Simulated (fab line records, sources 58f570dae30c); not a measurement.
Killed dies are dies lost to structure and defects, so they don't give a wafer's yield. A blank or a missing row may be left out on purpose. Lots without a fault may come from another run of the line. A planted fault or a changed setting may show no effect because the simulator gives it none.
fab line records | flow berkeley_cmos170
record lots=7 wafers=21 last_day=12
route steps=331 shown ACTIVE@66 GATE@130 PLDD@151
lots that met no fault: from a run of the same line without faults
start_h: hours from the record's first day to the start of the lot's first wafer shown | wait_h: hours since the lot's step before | " the same as in the row above | L1.1+2: a row that stands for several wafers | - no value, or no start given | * or withheld: withheld | < > ~ a bound
route shown NAME@n: a module of which the file shows steps, and the number in the route of the first | usual: mean/standard deviation of fault-free wafers | same: alike in all rows | chamber/n: place in a boat | sites: the reading at each site | _std_site: their standard deviation | _edge_site: outer sites' mean less inner sites' | radius_mm: how far each site lies from the wafer's centre | mask NAME#n: copy n | behind: the tool/chamber that last shaped the wafer | hold: why the lot was held/for how many hours/how that ended | device: the transistor (n, p or np) that didn't switch | end of line: the same wafers' tests at the end of the route | a step without rows: its recipe alone | killed: dies lost to structure and defects at the first sort, not the wafer's yield | map: a wafer's dies, x killed, . not, _ none there
set.NAME: the setting as run; set.NAME@STEP: as run at that earlier step | model.NAME: the simulator's own value behind a step, which no gauge read
steps of the route over a sample of lots; a table a step, a row a wafer
services: from which hour (start_h, from the record's first day; less than 0 if before it) a tool's chamber was out of use, for how many hours, and why
## steps
# step UCB170_ACTIVE_THK_MEAS_06
# recipe reads=Si3N4_of_ACTIVE_CVD_05
# usual ACTIVE_NITRIDE_THK=220.6/2.3
# columns lot.wafer tool chamber start_h wait_h ACTIVE_NITRIDE_THK[nm]
L214.3 film_metro-04 - 67.84 0.0 220.5
L214.4 " - " " 220.4
L214.6 " - " " 221.1
L215.1 film_metro-01 - 77.58 0.0 223.2
L215.5 " - " " 221.8
L215.6 " - " " 221.2
L216.1 film_metro-02 - 84.58 0.0 224.5
L216.5 " - " " 223.2
L216.6 " - " " 222.7
L217.2 film_metro-01 - 97.90 0.0 217.6
L217.5 " - " " 221.0
L217.6 " - " " 217.6
L218.2 film_metro-01 - 97.96 0.1 216.3
L218.4 " - " " 219.7
L218.6 " - " " 218.4
L224.1 film_metro-02 - 117.59 0.0 218.1
L224.2 " - " " 219.0
L224.6 " - " " 218.1
L237.1 film_metro-02 - 190.11 0.1 221.4
L237.2 " - " " 224.2
L237.4 " - " " 221.4
# step UCB170_GATE_CVD_04
# recipe material=poly-Si temp_c=610 precursor=SiH4 time_s=1440 pressure_mtorr=375 target_thk_nm=214 sih4_flow_sccm=120
# usual pressure_mtorr=375.0/0.65 spike_tc_centre_C=611.9/1.7 zone_power_centre_pct=25.7/0.68
# columns lot.wafer tool chamber start_h wait_h pressure_mtorr spike_tc_centre_C zone_power_centre_pct
L214.3 lpcvd-01 1 114.88 0.9 374.6 611.4 25.7
L214.4 " 1 " " 376.1 610.4 25.6
L214.6 " 1 " " 375.3 611.9 25.6
L215.1 lpcvd-02 1 124.07 1.9 375.1 611.3 26.5
L215.5 " 1 " " 375.0 612.5 25.9
L215.6 " 1 " " 375.4 611.1 26.4
L216.1 lpcvd-02 1 130.81 0.3 375.2 609.4 26.5
L216.5 " 1 " " 375.9 612.1 26.4
L216.6 " 1 " " 375.0 610.0 26.3
L217.2 lpcvd-01 0 139.10 0.0 374.0 613.7 25.0
L217.5 " 0 " " 374.4 613.9 24.5
L217.6 " 0 " " 374.2 615.1 24.6
L218.2 lpcvd-01 1 139.10 0.0 375.2 612.6 25.8
L218.4 " 1 " " 375.0 609.0 25.6
L218.6 " 1 " " 374.7 611.0 25.5
L224.1 lpcvd-01 0 161.55 1.5 375.6 625.4 28.2
L224.2 " 0 " " 375.5 626.0 28.4
L224.6 " 0 " " 375.1 627.1 28.2
L237.1 lpcvd-02 1 233.87 0.4 374.8 611.2 26.2
L237.2 " 1 " " 373.9 610.8 26.4
L237.4 " 1 " " 374.0 609.7 26.8
# step UCB170_GATE_THK_MEAS_05
# recipe reads=poly-Si_of_GATE_CVD_04
# usual GATE_POLY_THK=214.9/2
# columns lot.wafer tool chamber start_h wait_h GATE_POLY_THK[nm]
L214.3 film_metro-03 - 116.30 0.0 216.7
L214.4 " - " " 216.5
L214.6 " - " " 216.5
L215.1 film_metro-03 - 125.47 0.0 213.9
L215.5 " - " " 212.7
L215.6 " - " " 211.8
L216.1 film_metro-02 - 132.21 0.0 212.1
L216.5 " - " " 212.8
L216.6 " - " " 212.0
L217.2 film_metro-01 - 140.51 0.0 215.5
L217.5 " - " " 214.0
L217.6 " - " " 214.9
L218.2 film_metro-03 - 140.51 0.0 213.1
L218.4 " - " " 215.5
L218.6 " - " " 214.8
L224.1 film_metro-03 - 162.95 0.0 246.8
L224.2 " - " " 238.6
L224.6 " - " " 221.5
L237.1 film_metro-01 - 235.27 0.0 217.8
L237.2 " - " " 218.5
L237.4 " - " " 218.5
# step UCB170_GATE_OVL_MEAS_13
# usual GATE_OVL=-2/5.7
# columns lot.wafer tool chamber start_h wait_h GATE_OVL[nm]
L214.3 overlay-02 - 117.55 0.1 4
L214.4 " - " " -7
L214.6 " - " " -7
L215.1 overlay-02 - 126.84 0.1 -6
L215.5 " - " " -12
L215.6 " - " " -10
L216.1 overlay-01 - 134.44 0.1 -10
L216.5 " - " " -10
L216.6 " - " " 3
L217.2 overlay-02 - 141.53 0.1 2
L217.5 " - " " -1
L217.6 " - " " 9
L218.2 overlay-02 - 142.08 0.1 3
L218.4 " - " " 6
L218.6 " - " " -2
L224.1 overlay-01 - 164.10 0.1 7
L224.2 " - " " -4
L224.6 " - " " 0
L237.1 overlay-01 - 236.41 0.1 4
L237.2 " - " " -2
L237.4 " - " " -1
# step UCB170_GATE_ETCH_15
# recipe chemistry=HBr/Cl2 target=poly-Si stop_on=SiO2 over_etch_frac=0.3 icp_w=300 bias_w=150 time_s=56.3 pressure_mtorr=15 HBr_flow_sccm=150 Cl2_flow_sccm=50 target_depth_a=2782
# usual drypump_motor_current_A=5.7/0.36 oes_product_au=0.836/0.012 throttle_valve_pct=26.4/0.32
# same over_etch_frac=0.3
# columns lot.wafer tool chamber start_h wait_h drypump_motor_current_A oes_product_au rf_hours_counter_h throttle_valve_pct
L214.3 rie_si-01 1 117.62 - 5.7 0.837 116 26.9
L214.4 " 3 " " 5.5 0.826 106 26.7
L214.6 " 2 " " 5.8 0.860 - 26.5
L215.1 rie_si-01 0 126.91 - 5.8 0.848 0 26.6
L215.5 " 2 " " 5.8 0.843 - 26.5
L215.6 " 1 " " 5.7 0.825 - 26.9
L216.1 rie_si-02 1 134.52 - 6.5 0.835 32 26.0
L216.5 " 3 " " 5.4 0.822 - 26.7
L216.6 " 2 " " 5.8 0.820 - 26.2
L217.2 rie_si-01 1 141.60 - 5.7 0.828 116 26.9
L217.5 " 3 " " 5.4 0.832 - 26.7
L217.6 " 0 " " 5.8 0.852 - 26.6
L218.2 rie_si-01 0 142.15 - 5.8 0.850 0 26.6
L218.4 " 2 " " 5.9 0.848 0 26.5
L218.6 " 2 " " 5.9 0.848 - 26.5
L224.1 rie_si-01 3 164.18 - 5.4 0.901 106 26.7
L224.2 " 2 " " 5.9 0.917 0 26.5
L224.6 " 1 " " 5.7 0.850 - 26.9
L237.1 rie_si-01 0 236.49 - 5.8 0.858 1 26.6
L237.2 " 1 " " 5.7 0.830 0 27.1
L237.4 " 0 " " 5.8 0.858 - 26.6
# step UCB170_PLDD_CD_MEAS_06
# recipe target_cd_nm=1200
# usual cd_nm=1200.0/1.3
# columns lot.wafer tool chamber start_h wait_h cd_nm
L214.3 cd_sem-02 - 119.18 - 1201.0
L214.4 " - " " 1200.6
L214.6 " - " " 1199.7
L215.1 cd_sem-02 - 130.50 - 1200.8
L215.5 " - " " 1201.2
L215.6 " - " " 1200.1
L216.1 cd_sem-02 - 136.50 - 1199.4
L216.5 " - " " 1200.3
L216.6 " - " " 1200.5
L217.2 cd_sem-02 - 143.05 - 1200.7
L217.5 " - " " 1200.3
L217.6 " - " " 1200.9
L218.2 cd_sem-02 - 143.63 - 1199.0
L218.4 " - " " 1198.6
L218.6 " - " " 1200.1
L224.1 cd_sem-01 - 166.44 - 1202.4
L224.2 " - " " 1199.8
L224.6 " - " " 1201.1
L237.1 cd_sem-01 - 239.03 - 1198.7
L237.2 " - " " 1198.8
L237.4 " - " " 1200.5
## services
# columns tool chamber start_h hours kind
rie_si-01 0 90.98 - clean
rie_si-01 0 90.98 15.7 scheduled_down
rie_si-01 0 90.98 15.7 vent_cycle
rie_si-02 - 112.54 14.6 pm
lpcvd-02 - 118.07 6.0 pm
rie_si-01 1 191.18 - clean
rie_si-01 1 191.18 19.6 scheduled_down
rie_si-01 1 191.18 19.6 vent_cycle
rie_si-01 2 191.64 8.0 repair
rie_si-01 - 216.44 0.1 repair
rie_si-02 0 229.94 8.6 repair
rie_si-01 3 230.91 - clean
rie_si-01 3 230.91 12.1 scheduled_down
rie_si-01 3 230.91 12.1 vent_cycle
## key
first_sign step=UCB170_GATE_CVD_04 reading=spike_tc_centre_C direction=up sigmas=8.6 usual=611.9 struck=626.2
effect step=UCB170_GATE_CVD_04 reading=zone_power_centre_pct direction=up sigmas=3.8 usual=25.7 struck=28.3
effect step=UCB170_GATE_THK_MEAS_05 reading=GATE_POLY_THK direction=up sigmas=11 usual=214.9 struck=235.6
effect step=UCB170_GATE_ETCH_15 reading=oes_product_au direction=up sigmas=4.6 usual=0.836 struck=0.889 wafers_moved=2
met_at UCB170_GATE_CVD_04
struck_lots L224
struck_wafers L224.1,L224.2,L224.6
tester_left_out L224
not_acting_at UCB170_ACTIVE_THK_MEAS_06,UCB170_GATE_OVL_MEAS_13,UCB170_PLDD_CD_MEAS_06
onset_between 139.10 161.55
fault kind=process_parameter_drift tool=lpcvd-01 chamber=0 onset_h=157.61 steps=UCB170_GATE_CVD_04 channel=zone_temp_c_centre offset=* shape=step end_h=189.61
# tester_left_out: of these lots the tester's yield and bins aren't shown, on N5 and GAA mostly nor the transistor test; their killed dies are dies lost to structure and defects alone, not to doping, threshold or leakage, so they don't give the yield
